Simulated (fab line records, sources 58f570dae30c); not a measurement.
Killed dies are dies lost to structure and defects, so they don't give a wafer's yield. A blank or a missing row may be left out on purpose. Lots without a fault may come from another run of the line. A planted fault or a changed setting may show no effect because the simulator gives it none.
Which tool did it? | flow berkeley_cmos170 | 13 lots, 39 wafers sampled, at 1 step of a route of 331

WHAT THE GAUGES READ, wafer by wafer
The record holds no reading of a measuring or inspecting step that can be judged against a usual standard deviation.

WHICH TOOL RAN EACH LOT (tool, then ch and the chambers of the sampled wafers, then the start)
lot  | UCB170_NLDD_IMPLANT_09
L851 | implanter-02 ch 0, day 6 03:43
L852 | implanter-03 ch 0, day 6 12:21
L854 | implanter-02 ch 0, day 7 00:21
L853 | implanter-01 ch 0, day 7 02:38
L857 | implanter-01 ch 0, day 7 20:16
L861 | implanter-01 ch 0, day 8 06:19
L867 | implanter-03 ch 0, day 9 09:31
L869 | implanter-02 ch 0, day 9 19:10
L868 | implanter-03 ch 0, day 9 19:17
L870 | implanter-02 ch 0, day 10 07:20
L872 | implanter-02 ch 0, day 10 10:31
L873 | implanter-02 ch 0, day 10 18:55
L874 | implanter-01 ch 0, day 10 19:08
- UCB170_NLDD_IMPLANT_09

WHAT THE TOOLS THEMSELVES READ (means of the sampled wafers that have a number; where no wafer has one, the mark that the record gives instead)
UCB170_NLDD_IMPLANT_09. Usual: beam_energy_keV 30.000, standard deviation 0.011; tilt_deg 7.001 degrees, standard deviation 0.017.
lot  | tool         | beam_energy_keV | tilt_deg (degrees) | flag
L851 | implanter-02 | 30.000          | 6.984              |
L852 | implanter-03 | 30.005          | 6.999              |
L854 | implanter-02 | 29.990          | 7.011              |
L853 | implanter-01 | 29.998          | 7.011              |
L857 | implanter-01 | 29.060          | 6.976              | OFF
L861 | implanter-01 | 29.093          | 6.990              | OFF
L867 | implanter-03 | 30.003          | 6.993              |
L869 | implanter-02 | 30.000          | 6.999              |
L868 | implanter-03 | 30.002          | 7.028              |
L870 | implanter-02 | 30.000          | 7.004              |
L872 | implanter-02 | 30.016          | 7.015              |
L873 | implanter-02 | 29.997          | 7.010              |
L874 | implanter-01 | 30.001          | 7.013              |

THE ANSWER, worked out from the rows above alone
Rule: a lot is off if the mean of its wafers that have a number lies more than 3 standard deviations from the usual mean. A lot without any number at a reading at which 4 lots or more have one is off too. The other lots that the step has rows for count as sound. The gauges are gone through in route order, then the tools' own readings, and for those a lot's mean is taken as printed above. The first step at which some lot is off is used, and at that step the reading that is off furthest; a lot without a number counts as furthest.
Off: L857, L861, at UCB170_NLDD_IMPLANT_09 (beam_energy_keV).
A tool fits if, at that step or a process step before it, it ran every lot that is off, and no sound lot after the first of them. None of those tried fits.

WHAT THE SIMULATOR HAD PUT IN
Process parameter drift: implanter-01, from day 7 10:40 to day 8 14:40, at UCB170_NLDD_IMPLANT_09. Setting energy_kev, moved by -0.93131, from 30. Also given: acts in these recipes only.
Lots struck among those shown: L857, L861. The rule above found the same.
